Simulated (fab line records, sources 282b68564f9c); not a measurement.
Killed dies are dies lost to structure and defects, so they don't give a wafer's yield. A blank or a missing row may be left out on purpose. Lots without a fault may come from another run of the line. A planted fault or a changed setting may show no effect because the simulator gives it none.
fab line records | flow rit_cmos
record lots=7 wafers=21 last_day=7
route steps=202 shown REOX@99 NLDD@103 M1@202
lots that met no fault: from a run of the same line without faults
start_h: hours from the record's first day to the start of the lot's first wafer shown | wait_h: hours since the lot's step before | " the same as in the row above | L1.1+2: a row that stands for several wafers | - no value, or no start given | * or withheld: withheld | < > ~ a bound
route shown NAME@n: a module of which the file shows steps, and the number in the route of the first | usual: mean/standard deviation of fault-free wafers | same: alike in all rows | chamber/n: place in a boat | sites: the reading at each site | _std_site: their standard deviation | _edge_site: outer sites' mean less inner sites' | radius_mm: how far each site lies from the wafer's centre | mask NAME#n: copy n | behind: the tool/chamber that last shaped the wafer | hold: why the lot was held/for how many hours/how that ended | device: the transistor (n, p or np) that didn't switch | end of line: the same wafers' tests at the end of the route | a step without rows: its recipe alone | killed: dies lost to structure and defects at the first sort, not the wafer's yield | map: a wafer's dies, x killed, . not, _ none there
set.NAME: the setting as run; set.NAME@STEP: as run at that earlier step | model.NAME: the simulator's own value behind a step, which no gauge read
lots at some steps of the route; a table a step, a row a wafer
services: from which hour (start_h, from the record's first day; less than 0 if before it) a tool's chamber was out of use, for how many hours, and why
## steps
# step RIT_REOX_CLEAN_01
# recipe chemistry=dHF dilution=50:1 time_s=30
# step RIT_REOX_CLEAN_02
# recipe chemistry=SC2 mix=3:3:50 time_s=600 temp_c=75 dry=n2_spin
# step RIT_REOX_OXIDATION_03
# recipe temp_c=900 ambient=O2 target_thk_a=252 ox_time_s=5580
# step RIT_REOX_THK_MEAS_04
# recipe reads=SiO2_of_REOX_OXIDATION_03
# usual REOX_OXIDE_THK=25.1/0.41
# columns lot.wafer tool chamber start_h wait_h REOX_OXIDE_THK[nm]
L815.1 film_metro-03 - 59.38 0.0 24.6
L815.3 " - " " 24.5
L815.5 " - " " 24.7
L826.1 film_metro-04 - 110.10 0.0 25.3
L826.4 " - " " 25.1
L826.6 " - " " 25.1
L828.2 film_metro-04 - 119.38 0.0 24.9
L828.5 " - " " 24.9
L828.6 " - " " 25.6
L829.1 film_metro-04 - 120.92 0.0 26.0
L829.3 " - " " 26.1
L829.6 " - " " 25.6
L831.3 film_metro-04 - 137.06 0.0 25.6
L831.4 " - " " 25.3
L831.6 " - " " 25.8
L832.3 film_metro-04 - 140.94 0.0 24.9
L832.5 " - " " 24.9
L832.6 " - " " 24.8
L836.3 film_metro-04 - 156.02 0.0 25.1
L836.5 " - " " 25.2
L836.6 " - " " 25.1
# step RIT_NLDD_HMDS_00
# recipe prime_time_s=60 prime_temp_c=140
# step RIT_NLDD_COAT_01
# recipe resist=NOVOLAK spin_rpm=3250 resist_thk_nm=1000
# step RIT_NLDD_SOFTBAKE_02
# recipe resist=NOVOLAK temp_c=90 time_s=60
# step RIT_NLDD_EXPOSE_03
# recipe mask_id=M7 na=0.57 target_cd_nm=40700 dose_mj=250
# step RIT_NLDD_PEB_04
# recipe resist=NOVOLAK temp_c=withheld time_s=withheld
# step RIT_NLDD_DEVELOP_05
# recipe resist=NOVOLAK develop_time_s=50 dev_temp_c=23
# step RIT_NLDD_OVL_MEAS_06
# usual NLDD_OVL=0.2/1.2
# columns lot.wafer tool chamber start_h wait_h NLDD_OVL[nm]
L815.1 overlay-01 - 60.29 - 0.3
L815.3 " - " " 0.2
L815.5 " - " " 1.9
L826.1 overlay-02 - 111.09 - 0.5
L826.4 " - " " 0.5
L826.6 " - " " -0.6
L828.2 overlay-01 - 120.29 - 0.3
L828.5 " - " " 0.1
L828.6 " - " " 1.1
L829.1 overlay-01 - 121.83 - 0.1
L829.3 " - " " 1.2
L829.6 " - " " 2.1
L831.3 overlay-01 - 137.96 - 1.5
L831.4 " - " " 1.3
L831.6 " - " " -0.4
L832.3 overlay-02 - 141.96 - 0.3
L832.5 " - " " -3.1
L832.6 " - " " -0.7
L836.3 overlay-02 - 157.24 - 0.4
L836.5 " - " " 2.1
L836.6 " - " " -2.1
# step RIT_NLDD_HARDBAKE_07
# recipe resist=NOVOLAK temp_c=140 time_s=60
# step RIT_NLDD_IMPLANT_08
# recipe species=P energy_kev=20 dose_cm2=5e+14 tilt_deg=7
# usual beam_energy_keV=20.000/0.0057
# columns lot.wafer tool chamber start_h wait_h beam_energy_keV model.implant.rp_nm model.implant.drp_nm
L815.1 implanter-02 0 60.48 0.1 19.999 27.08 12.97
L815.3 " 0 " " 20.000 27.08 12.97
L815.5 " 0 " " 20.002 27.08 12.97
L826.1 implanter-01 0 111.30 0.1 19.998 27.25 12.97
L826.4 " 0 " " 20.001 27.25 12.97
L826.6 " 0 " " 19.999 27.25 12.97
L828.2 implanter-01 0 120.49 0.1 18.966 26.9 12.56
L828.5 " 0 " " 18.964 26.9 12.56
L828.6 " 0 " " 18.970 26.9 12.56
L829.1 implanter-01 0 122.01 0.1 18.972 26.1 12.56
L829.3 " 0 " " 18.970 26.1 12.56
L829.6 " 0 " " 18.956 26.1 12.56
L831.3 implanter-01 0 138.18 0.1 18.959 27.03 12.56
L831.4 " 0 " " 18.964 27.03 12.56
L831.6 " 0 " " 18.961 27.03 12.56
L832.3 implanter-04 0 142.19 0.1 19.992 28.2 12.97
L832.5 " 0 " " 19.993 28.2 12.97
L832.6 " 0 " " 19.997 28.2 12.97
L836.3 implanter-04 0 157.46 0.1 20.003 27.48 12.97
L836.5 " 0 " " 20.003 27.48 12.97
L836.6 " 0 " " 19.994 27.48 12.97
# step RIT_NLDD_STRIP_09
# recipe chemistry=O2 time_s=180 resist=NOVOLAK platen_temp_c=withheld power_w=500 pressure_mtorr=4000 o2_flow_sccm=4000
# usual drypump_motor_current_A=5.93/0.18
# columns lot.wafer tool chamber start_h wait_h drypump_motor_current_A rf_hours_counter_h
L815.1 plasma_asher-03 0 60.63 0.1 5.89 45
L815.3 " 0 " " 5.92 -
L815.5 " 0 " " 5.92 -
L826.1 plasma_asher-02 1 111.45 0.1 5.87 47
L826.4 " 0 " " 5.96 -
L826.6 " 1 " " 5.88 -
L828.2 plasma_asher-02 1 120.62 0.1 5.89 48
L828.5 " 0 " " 5.89 -
L828.6 " 1 " " 5.89 -
L829.1 plasma_asher-03 0 122.16 0.1 5.92 52
L829.3 " 1 " " 6.31 -
L829.6 " 1 " " 6.29 -
L831.3 plasma_asher-01 0 138.34 0.1 5.58 -
L831.4 " 1 " " 6.04 -
L831.6 " 0 " " 5.58 -
L832.3 plasma_asher-03 1 142.35 0.1 6.30 -
L832.5 " 0 " " 5.94 -
L832.6 " 1 " " 6.28 -
L836.3 plasma_asher-02 1 157.62 0.1 5.86 -
L836.5 " 1 " " 5.89 -
L836.6 " 0 " " 5.98 -
# step RIT_M1_PROBE_99
# usual killed_at_contacts=0.1/0.31 killed_at_front_end=7/3 killed_dies=7/3 killed_open=3.2/1.9 killed_short=3.6/2.2
# same gross_dies=264 killed_at_M0_to_M3=0 killed_at_M4_up=0 killed_at_back_side=0 killed_at_other=0
# columns lot.wafer tool chamber start_h wait_h killed_at_contacts killed_at_front_end killed_dies killed_open killed_short model.etest.nldd.rs_ohm_sq model.etest.nldd.line_ohm_um
L815.1 prober-02 - 75.88 0.1 0 2 2 1 1 373.4 117.5
L815.3 prober-02 - 75.98 0.2 0 9 9 2 7 371.7 116.5
L815.5 prober-02 - 76.08 0.2 0 3 3 1 2 379.6 120
L826.1 prober-01 - 127.11 0.1 0 13 13 6 7 385.8 121.5
L826.4 prober-01 - 127.26 0.2 1 10 11 6 5 380.7 119.8
L826.6 prober-01 - 127.36 0.2 0 2 2 2 0 384.1 121.3
L828.2 prober-01 - 135.89 0.1 0 5 5 1 4 385.9 120.7
L828.5 prober-01 - 136.04 0.2 0 6 6 2 4 384 122.2
L828.6 prober-01 - 136.09 0.2 0 4 4 2 2 401.4 125
L829.1 prober-02 - 138.99 0.1 0 9 9 4 5 435.2 135.1
L829.3 prober-02 - 139.09 0.2 0 14 14 5 9 432.6 135.4
L829.6 prober-02 - 139.24 0.2 0 8 8 4 4 420.5 130.8
L831.3 prober-02 - 154.36 0.2 0 6 6 2 4 398.6 123
L831.4 prober-02 - 154.41 0.2 0 8 8 1 7 385.1 122
L831.6 prober-02 - 154.51 0.2 0 6 6 3 3 398.7 126.7
L832.3 prober-01 - 157.56 0.2 0 9 9 2 7 357.7 113
L832.5 prober-01 - 157.66 0.2 0 2 2 0 2 356.1 112.1
L832.6 prober-01 - 157.71 0.2 0 3 3 1 2 354.6 112.4
L836.3 prober-01 - 174.32 0.2 0 8 8 3 5 376.5 118.2
L836.5 prober-01 - 174.42 0.2 0 11 11 6 5 376.4 118.3
L836.6 prober-01 - 174.47 0.2 0 7 7 2 5 376.6 116.4
# killed by level:class
L815.1 REOX:geometric_particle:short=1 SPACER:geometric_particle:open=1
L815.3 GATE:geometric_particle:short=4 FOX1:geometric_particle:short=3 GATE:geometric_particle:open=1 REOX:geometric_particle:open=1
L815.5 GATE:geometric_particle:short=2 GATE:geometric_particle:open=1
L826.1 GATE:geometric_particle:short=4 SPACER:geometric_particle:open=2 ACTIVE:geometric_particle:short=1 FOX2:geometric_particle:open=1 GATE:geometric_particle:open=1 REOX:geometric_particle:open=1 SPACER:geometric_particle:short=1 SILICIDE:geometric_particle:open=1
L826.4 FOX2:geometric_particle:open=2 GATE:geometric_particle:short=2 GATE:geometric_particle:open=2 SPACER:geometric_particle:short=2 SILICIDE:geometric_particle:open=2 CONTACT:geometric_particle:short=1
L826.6 GATE:geometric_particle:open=1 SPACER:geometric_particle:open=1
L828.2 FOX1:geometric_particle:short=2 FOX1:geometric_particle:open=1 GATE:geometric_particle:short=1 REOX:geometric_particle:short=1
L828.5 GATE:geometric_particle:open=2 REOX:geometric_particle:short=2 FOX1:geometric_particle:short=1 SILICIDE:geometric_particle:short=1
L828.6 FOX2:geometric_particle:short=1 GATE:geometric_particle:open=1 GATE:geometric_particle:short=1 SILICIDE:geometric_particle:open=1
L829.1 GATE:geometric_particle:open=3 GATE:geometric_particle:short=3 ACTIVE:geometric_particle:short=1 FOX1:geometric_particle:open=1 SILICIDE:geometric_particle:short=1
L829.3 GATE:geometric_particle:short=4 SPACER:geometric_particle:short=4 GATE:geometric_particle:open=3 SPACER:geometric_particle:open=2 REOX:geometric_particle:short=1
L829.6 REOX:geometric_particle:open=3 GATE:geometric_particle:short=2 FOX1:geometric_particle:open=1 REOX:geometric_particle:short=1 SPACER:geometric_particle:short=1
L831.3 REOX:geometric_particle:short=2 GATE:geometric_particle:short=1 REOX:geometric_particle:open=1 SPACER:geometric_particle:short=1 SPACER:geometric_particle:open=1
L831.4 SPACER:geometric_particle:short=4 FOX2:geometric_particle:short=1 FOX2:geometric_particle:open=1 GATE:geometric_particle:short=1 REOX:geometric_particle:short=1
L831.6 REOX:geometric_particle:open=3 GATE:geometric_particle:short=2 FOX2:geometric_particle:short=1
L832.3 REOX:geometric_particle:short=3 FOX1:geometric_particle:short=2 FOX1:geometric_particle:open=1 GATE:geometric_particle:open=1 SPACER:geometric_particle:short=1 SILICIDE:geometric_particle:short=1
L832.5 SPACER:geometric_particle:short=1 SILICIDE:geometric_particle:short=1
L832.6 FOX1:geometric_particle:short=1 FOX2:geometric_particle:open=1 REOX:geometric_particle:short=1
L836.3 GATE:geometric_particle:short=2 FOX1:geometric_particle:open=1 FOX2:geometric_particle:open=1 FOX2:geometric_particle:short=1 GATE:geometric_particle:open=1 REOX:geometric_particle:short=1 SPACER:geometric_particle:short=1
L836.5 FOX1:geometric_particle:open=4 FOX1:geometric_particle:short=2 GATE:geometric_particle:short=1 GATE:geometric_particle:open=1 REOX:geometric_particle:short=1 SPACER:geometric_particle:short=1 SILICIDE:geometric_particle:open=1
L836.6 REOX:geometric_particle:short=2 ACTIVE:geometric_particle:open=1 FOX1:geometric_particle:short=1 GATE:geometric_particle:short=1 REOX:geometric_particle:open=1 SPACER:geometric_particle:short=1
## services
# columns tool chamber start_h hours kind
implanter-02 - 59.25 0.6 repair
implanter-02 - 65.39 2.6 repair
implanter-02 - 69.90 3.0 pm
implanter-02 - 87.89 6.9 repair
plasma_asher-01 - 108.75 9.0 pm
plasma_asher-01 0 108.75 9.0 vent_cycle
plasma_asher-01 1 108.75 9.0 vent_cycle
implanter-04 - 111.99 1.2 repair
implanter-02 - 116.86 3.8 pm
plasma_asher-01 0 117.75 - clean
plasma_asher-01 1 117.75 - clean
implanter-04 - 134.68 5.6 repair
plasma_asher-03 - 147.35 23.8 pm
## key
first_sign step=RIT_NLDD_IMPLANT_08 reading=beam_energy_keV direction=down sigmas=99+ usual=20.000 struck=18.965
effect none on later readings
model_effect step=RIT_NLDD_IMPLANT_08 value=implant.rp_nm without=27.65 struck=26.68
model_effect step=RIT_M1_PROBE_99 value=etest.nldd.rs_ohm_sq without=381.8 struck=404.7
met_at RIT_NLDD_IMPLANT_08
struck_wafers L828.2,L828.5,L828.6,L829.1,L829.3,L829.6,L831.3,L831.4,L831.6
tester_left_out L828,L829,L831
onset_between 111.30 120.49
fault kind=process_parameter_drift tool=implanter-01 chamber=- onset_h=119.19 steps=RIT_NLDD_IMPLANT_08 channel=energy_kev offset=-1.0326 shape=step end_h=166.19 acts_in=these_recipes_only stated=20
# tester_left_out: of these lots the tester's yield and bins aren't shown, on N5 and GAA mostly nor the transistor test; their killed dies are dies lost to structure and defects alone, not to doping, threshold or leakage, so they don't give the yield
